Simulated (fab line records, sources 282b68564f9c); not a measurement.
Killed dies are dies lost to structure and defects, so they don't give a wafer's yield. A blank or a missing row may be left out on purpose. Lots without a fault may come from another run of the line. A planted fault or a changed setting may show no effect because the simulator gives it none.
Which tool did it? | flow rit_cmos | 14 lots, 42 wafers sampled, at 2 steps of a route of 202

WHAT THE GAUGES READ, wafer by wafer
RIT_GATE_CD_MEAS_16: target cd 150 nm.
lot  | measured    | on        | cd_nm (nm)
L213 | day 2 11:57 | cd_sem-01 | 151.0 151.4 152.5
L214 | day 2 19:18 | cd_sem-01 | 146.1 146.7 145.9
L215 | day 2 22:25 | cd_sem-01 | 152.5 150.3 151.0
L216 | day 3 03:29 | cd_sem-02 | 150.4 149.7 152.2
L217 | day 3 09:47 | cd_sem-01 | 150.2 150.4 152.6
L218 | day 3 17:43 | cd_sem-01 | 147.3 147.1 147.4
L219 | day 3 20:21 | cd_sem-01 | 149.2 149.8 149.8
L220 | day 4 01:38 | cd_sem-02 | 133.7 131.1 134.7
L221 | day 4 09:04 | cd_sem-01 | 137.8 139.0 138.6
L223 | day 4 18:18 | cd_sem-01 | 139.2 138.7 137.0
L232 | day 6 13:50 | cd_sem-01 | 148.6 150.8 150.1
L234 | day 7 00:41 | cd_sem-01 | 145.9 147.6 147.4
L235 | day 7 07:11 | cd_sem-02 | 147.0 146.4 144.9
L236 | day 7 12:32 | cd_sem-02 | 152.8 151.7 151.6

WHICH TOOL RAN EACH LOT (tool, then ch and the chambers of the sampled wafers, then the start)
lot  | RIT_GATE_DEVELOP_15
L213 | litho_track-01 ch 0, day 2 11:00
L214 | litho_track-01 ch 0, day 2 19:00
L215 | litho_track-01 ch 0, day 2 22:00
L216 | litho_track-04 ch 0, day 3 03:00
L217 | litho_track-01 ch 0, day 3 09:00
L218 | litho_track-03 ch 0, day 3 17:00
L219 | litho_track-03 ch 0, day 3 20:00
L220 | litho_track-03 ch 0, day 4 01:00
L221 | litho_track-03 ch 0, day 4 08:00
L223 | litho_track-03 ch 0, day 4 18:00
L232 | litho_track-01 ch 0, day 6 13:00
L234 | litho_track-01 ch 0, day 7 00:00
L235 | litho_track-01 ch 0, day 7 07:00
L236 | litho_track-03 ch 0, day 7 12:00
- RIT_GATE_DEVELOP_15: develop time 50 s.

WHAT THE TOOLS THEMSELVES READ (means of the sampled wafers that have a number; where no wafer has one, the mark that the record gives instead)
RIT_GATE_DEVELOP_15.
lot  | tool           | developer_temp_C (C) | resist_line_temp_C (C)
L213 | litho_track-01 | 22.99                | 22.97
L214 | litho_track-01 | 22.98                | 23.03
L215 | litho_track-01 | 23.05                | 22.96
L216 | litho_track-04 | 22.78                | 23.07
L217 | litho_track-01 | 23.08                | 23.00
L218 | litho_track-03 | 22.98                | 23.01
L219 | litho_track-03 | 22.99                | 23.04
L220 | litho_track-03 | 20.66                | 22.85
L221 | litho_track-03 | 20.75                | 22.86
L223 | litho_track-03 | 20.67                | 22.91
L232 | litho_track-01 | 23.07                | 22.95
L234 | litho_track-01 | 23.17                | 23.07
L235 | litho_track-01 | 23.16                | 22.92
L236 | litho_track-03 | 23.05                | 23.06

THE ANSWER, worked out from the rows above alone
Rule: what is usual is taken from the lots themselves. Put in order of their means at a reading, lots are off if they are a third of the lots or fewer, leave a main group of 4 or more, and stand apart from it by a gap of 3 or more times the standard deviation of the main group's means; of several such gaps the widest counts. A main group whose means are all the same, to the digits that the tables above print for the reading, isn't used. A lot without any number at a reading at which 4 lots or more have one is off too. The other lots that the step has rows for count as sound. The gauges are gone through in route order, then the tools' own readings, and for those a lot's mean is taken as printed above. The first step at which some lot is off is used, and at that step the reading that is off furthest; a lot without a number counts as furthest.
Off: L220, L221, L223, at RIT_GATE_CD_MEAS_16 (cd_nm). The main group: mean 149.3 nm, standard deviation 2.2.
A tool fits if, at a process step before that reading, it ran every lot that is off, and no sound lot after the first of them. The gauges at RIT_GATE_CD_MEAS_16 aren't tried: what is off there is off at RIT_GATE_DEVELOP_15 too, on other tools, and a gauge's error can't cause that. None of those tried fits.

WHAT THE SIMULATOR HAD PUT IN
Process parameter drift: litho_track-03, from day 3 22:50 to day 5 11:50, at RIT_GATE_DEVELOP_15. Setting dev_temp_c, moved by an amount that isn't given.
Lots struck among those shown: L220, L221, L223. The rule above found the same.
